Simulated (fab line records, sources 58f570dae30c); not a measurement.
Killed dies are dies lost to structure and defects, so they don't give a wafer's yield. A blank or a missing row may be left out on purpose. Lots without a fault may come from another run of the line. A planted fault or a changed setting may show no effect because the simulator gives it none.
A sampling plan put to the test | flow berkeley_cmos170 | one fab line, 13 faults that these records tell of, each judged on the records of the lots that it struck
The plan is the line's own looks: the steps of the route at which a gauge or an inspection reads the wafer and doesn't change it. A look can be judged if struck wafers have a number there and the file gives its usual mean and standard deviation on fault-free wafers. Caught: at a look after the fault's first step, the mean of the struck wafers lies 4 or more of those standard deviations (sigma) from the usual mean. On the tool: the same test on the tool's own readings at the fault's steps. Another recipe on the struck wafers, or a record that is blank for them alone, also counts as caught.

THE FAULTS, as the simulator had put them in
1. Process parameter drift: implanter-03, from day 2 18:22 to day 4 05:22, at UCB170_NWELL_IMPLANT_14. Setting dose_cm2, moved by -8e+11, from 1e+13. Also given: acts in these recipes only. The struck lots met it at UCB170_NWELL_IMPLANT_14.
2. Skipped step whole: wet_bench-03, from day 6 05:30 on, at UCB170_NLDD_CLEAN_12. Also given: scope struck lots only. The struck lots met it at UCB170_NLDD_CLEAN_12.
3. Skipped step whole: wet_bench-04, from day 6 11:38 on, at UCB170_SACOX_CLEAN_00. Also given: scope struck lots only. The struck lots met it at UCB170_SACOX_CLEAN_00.
4. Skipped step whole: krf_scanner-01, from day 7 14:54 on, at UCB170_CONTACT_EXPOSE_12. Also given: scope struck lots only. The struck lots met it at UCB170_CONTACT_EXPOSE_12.
5. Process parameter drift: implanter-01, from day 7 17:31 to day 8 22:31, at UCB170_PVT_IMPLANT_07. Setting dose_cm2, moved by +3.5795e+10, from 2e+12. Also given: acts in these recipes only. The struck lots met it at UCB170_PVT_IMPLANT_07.
6. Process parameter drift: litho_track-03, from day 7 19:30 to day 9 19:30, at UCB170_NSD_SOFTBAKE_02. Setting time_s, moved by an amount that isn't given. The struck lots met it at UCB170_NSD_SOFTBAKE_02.
7. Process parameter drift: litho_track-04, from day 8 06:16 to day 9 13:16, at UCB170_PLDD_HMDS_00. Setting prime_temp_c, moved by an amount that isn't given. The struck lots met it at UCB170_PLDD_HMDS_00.
8. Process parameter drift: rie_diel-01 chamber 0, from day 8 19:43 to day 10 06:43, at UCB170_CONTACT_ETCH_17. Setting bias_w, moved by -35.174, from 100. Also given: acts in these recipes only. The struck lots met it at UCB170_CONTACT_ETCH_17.
9. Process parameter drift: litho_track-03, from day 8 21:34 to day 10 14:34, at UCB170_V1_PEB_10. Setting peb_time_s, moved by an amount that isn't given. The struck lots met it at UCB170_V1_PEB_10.
10. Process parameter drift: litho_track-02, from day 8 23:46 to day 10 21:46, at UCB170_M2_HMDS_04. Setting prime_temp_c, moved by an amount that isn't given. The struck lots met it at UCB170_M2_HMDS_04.
11. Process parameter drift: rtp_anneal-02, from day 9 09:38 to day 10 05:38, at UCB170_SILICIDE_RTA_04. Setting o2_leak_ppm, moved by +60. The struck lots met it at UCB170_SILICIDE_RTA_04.
12. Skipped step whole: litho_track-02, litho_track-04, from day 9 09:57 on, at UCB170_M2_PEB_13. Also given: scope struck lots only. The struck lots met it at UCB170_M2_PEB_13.
13. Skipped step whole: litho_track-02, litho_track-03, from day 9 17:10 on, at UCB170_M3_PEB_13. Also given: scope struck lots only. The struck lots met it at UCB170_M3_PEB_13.

WHAT THE PLAN SAW
fault | on the tool itself                               | first look that catches it                   | reading, sigma | median hours from its first step to that look | hours from the fault's start to the first struck lot there | judged looks passed uncaught
1     | dose_ions_cm2 -72 sigma                          | no look after it can be judged               | -              | -                                             | -                                                          | 0
2     | the tool's record is blank for the struck wafers | no look after it can be judged               | -              | -                                             | -                                                          | 0
3     | the tool's record is blank for the struck wafers | not the one look that can be judged after it | -              | -                                             | -                                                          | 1
4     | no reading that can be judged                    | no look after it can be judged               | -              | -                                             | -                                                          | 0
5     | dose_ions_cm2 +18 sigma                          | not the one look that can be judged after it | -              | -                                             | -                                                          | 1
6     | run_length_s -63 sigma                           | no look after it can be judged               | -              | -                                             | -                                                          | 0
7     | prime_temp_c -15 sigma                           | no look after it can be judged               | -              | -                                             | -                                                          | 0
8     | bias_w -99 or beyond sigma                       | no look after it can be judged               | -              | -                                             | -                                                          | 0
9     | heater_power_total_W +16 sigma                   | no look after it can be judged               | -              | -                                             | -                                                          | 0
10    | prime_temp_c -33 sigma                           | not the one look that can be judged after it | -              | -                                             | -                                                          | 1
11    | chamber_o2_ppm +99 or beyond sigma               | no look after it can be judged               | -              | -                                             | -                                                          | 0
12    | the tool's record is blank for the struck wafers | no look after it can be judged               | -              | -                                             | -                                                          | 0
13    | the tool's record is blank for the struck wafers | no look after it can be judged               | -              | -                                             | -                                                          | 0
A dash: the fault isn't caught, or these records don't give the number.

Caught at a look: 0 of 13. Caught on the tool: 12 of 13. By one or the other: 12 of 13.
Caught on the tool alone: faults 1, 2, 3, 5, 6, 7, 8, 9, 10, 11, 12, 13.
Caught by neither: fault 4.
